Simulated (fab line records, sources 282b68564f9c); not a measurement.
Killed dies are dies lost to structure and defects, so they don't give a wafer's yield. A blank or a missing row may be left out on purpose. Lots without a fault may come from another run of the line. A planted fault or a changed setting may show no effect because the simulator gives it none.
A struck lot beside a sound one | flow rit_cmos | 14 steps out of a route of 202
Sound: wafers L476.1, L476.5, L476.6. Struck: wafers L479.2, L479.3, L479.6. The cause comes at the end.
At each step with rows: each side's tool, then ch and its chambers, then its first start. Under that, the readings that differ: sound wafers | struck wafers | difference of the means | sigmas: that difference in standard deviations of wafers without a fault.
alike: readings whose means differ by less than 2 such deviations, and words and numbers that are the same on both sides. not compared: withheld readings, readings that some wafer has no value for, bounds like >300 that may hide the same value, and numbers for which the record gives no deviation and whose values overlap.
The two part at a step that has a row with sigmas, a row that says differs or no value, or rows on one side only. Numbers that don't overlap but have no deviation are shown without sigmas and don't part them. A reading that every wafer of one side lacks parts them only if that side has two wafers or more.

first, 4 steps without rows for these wafers: RIT_NRETRO_SOFTBAKE_02 (time 60 s); RIT_NRETRO_EXPOSE_03 (exposes mask M4, target cd 43900 nm); RIT_NRETRO_PEB_04; RIT_NRETRO_DEVELOP_05 (develop time 68 s).
RIT_NRETRO_OVL_MEAS_06:
  sound on overlay-02, day 2 13:22; struck on overlay-02, day 3 02:19
  alike: NRETRO_OVL
then, 2 steps without rows for these wafers: RIT_NRETRO_HARDBAKE_07 (time 120 s); RIT_NRETRO_IMPLANT_08.
RIT_NRETRO_STRIP_09: strips in O2, time 180 s.
  sound on plasma_asher-04 ch 0,1, day 2 13:48; struck on plasma_asher-04 ch 0,1, day 3 02:44
  alike: drypump_motor_current_A
  not compared: rf_hours_counter_h
RIT_NRETRO_TW_MEAS_10:
  sound on film_metro-03, day 2 13:58; struck on film_metro-02, day 3 02:56
  alike: NRETRO_TW
then, 3 steps without rows for these wafers: RIT_PRETRO_HMDS_00 (prime time 60 s); RIT_PRETRO_COAT_01 (resist thk 1300 nm); RIT_PRETRO_SOFTBAKE_02 (time 60 s).
RIT_PRETRO_EXPOSE_03: exposes mask M5, target cd 43700 nm.
  sound on iline_stepper-02 ch 0, day 2 14:37; struck on iline_stepper-01, day 3 03:27
  no value came back on the struck wafers for exposure_dose_mJ_cm2, focus_offset_nm (nm); on the sound wafers exposure_dose_mJ_cm2 reads 250.24 250.08 249.84
  alike: mask
then, 1 step without rows for these wafers: RIT_PRETRO_PEB_04.

WHERE THEY PART
Only at RIT_PRETRO_EXPOSE_03, within this record.

WHY: what the simulator had put in
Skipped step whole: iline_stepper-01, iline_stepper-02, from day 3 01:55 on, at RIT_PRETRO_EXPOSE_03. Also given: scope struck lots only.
